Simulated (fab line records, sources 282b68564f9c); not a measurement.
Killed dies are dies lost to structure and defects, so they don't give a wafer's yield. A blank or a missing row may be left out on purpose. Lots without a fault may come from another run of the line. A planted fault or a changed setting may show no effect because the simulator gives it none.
Which tool did it? | flow rit_cmos | 12 lots, 36 wafers sampled, at 2 steps of a route of 202

WHAT THE GAUGES READ, wafer by wafer
The record holds no reading of a measuring or inspecting step that can be judged against a usual standard deviation.

WHICH TOOL RAN EACH LOT (tool, then ch and the chambers of the sampled wafers, then the start)
lot  | RIT_CONTACT_CLEAN_14           | RIT_M1_PROBE_99
L750 | wet_bench-01 ch 1, day 3 03:58 | prober-02, day 3 08:19
L751 | wet_bench-01 ch 2, day 3 10:03 | prober-01, day 3 14:39
L752 | wet_bench-04 ch 2, day 3 15:07 | prober-02, day 3 19:36
L758 | wet_bench-03 ch 3, day 4 21:36 | prober-02, day 5 01:57
L763 | wet_bench-01 ch 0, day 5 21:40 | prober-01, day 6 01:55
L764 | wet_bench-04 ch 1, day 6 03:08 | prober-02, day 6 07:33
L765 | wet_bench-04 ch 3, day 6 08:08 | prober-01, day 6 12:25
L767 | wet_bench-01 ch 2, day 6 17:17 | prober-01, day 6 21:38
L768 | wet_bench-01 ch 2, day 6 22:34 | prober-02, day 7 03:10
L770 | wet_bench-04 ch 2, day 7 09:11 | prober-02, day 7 14:29
L772 | wet_bench-04 ch 1, day 7 18:16 | prober-02, day 7 22:31
L773 | wet_bench-01 ch 1, day 7 22:37 | prober-01, day 8 02:58
- RIT_CONTACT_CLEAN_14: cleans in SC2, time 600 s.
- RIT_M1_PROBE_99

WHAT THE TOOLS THEMSELVES READ (means of the sampled wafers that have a number; where no wafer has one, the mark that the record gives instead)
RIT_M1_PROBE_99. Usual: killed_at_contacts 0.1, standard deviation 0.36; killed_at_front_end 7, standard deviation 3.4; killed_dies 7, standard deviation 3.4; killed_on_rim 2.0, standard deviation 1.5; killed_open 3.3, standard deviation 2; killed_short 3.8, standard deviation 2.4.
lot  | tool      | killed_at_contacts | killed_at_front_end | killed_dies | killed_on_rim | killed_open | killed_short | flag
L750 | prober-02 | 0.7                | 6                   | 7           | 3.0           | 3.7         | 3.0          |
L751 | prober-01 | 0.0                | 7                   | 7           | 2.3           | 3.3         | 3.3          |
L752 | prober-02 | 0.0                | 6                   | 6           | 1.7           | 3.0         | 3.0          |
L758 | prober-02 | 38.3               | 6                   | 44          | 11.0          | 3.0         | 3.0          | OFF
L763 | prober-01 | 0.0                | 10                  | 10          | 3.0           | 4.7         | 5.0          |
L764 | prober-02 | 0.0                | 10                  | 10          | 2.0           | 5.7         | 4.3          |
L765 | prober-01 | 0.0                | 8                   | 8           | 2.0           | 4.0         | 3.7          |
L767 | prober-01 | 0.0                | 4                   | 4           | 1.0           | 2.0         | 2.0          |
L768 | prober-02 | 0.0                | 7                   | 7           | 3.0           | 4.3         | 2.7          |
L770 | prober-02 | 0.0                | 10                  | 10          | 3.0           | 4.0         | 5.7          |
L772 | prober-02 | 0.0                | 7                   | 7           | 2.0           | 2.7         | 4.0          |
L773 | prober-01 | 0.0                | 6                   | 6           | 2.0           | 2.7         | 3.0          |

THE ANSWER, worked out from the rows above alone
Rule: a lot is off if the mean of its wafers that have a number lies more than 3 standard deviations from the usual mean. A lot without any number at a reading at which 4 lots or more have one is off too. The other lots that the step has rows for count as sound. The gauges are gone through in route order, then the tools' own readings, and for those a lot's mean is taken as printed above. The first step at which some lot is off is used, and at that step the reading that is off furthest; a lot without a number counts as furthest.
Off: L758, at RIT_M1_PROBE_99 (killed_at_contacts).
A tool fits if, at that step or a process step before it, it ran every lot that is off, and no sound lot after the first of them. One fits: wet_bench-03 at RIT_CONTACT_CLEAN_14. It ran no sound lot before its first lot that is off in this sample, so the start can't be narrowed down.

WHAT THE SIMULATOR HAD PUT IN
Chamber particle source: wet_bench-03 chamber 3, from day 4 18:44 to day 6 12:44, at RIT_CONTACT_CLEAN_14. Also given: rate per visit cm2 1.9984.
Lots struck among those shown: L758. The rule above found the same.
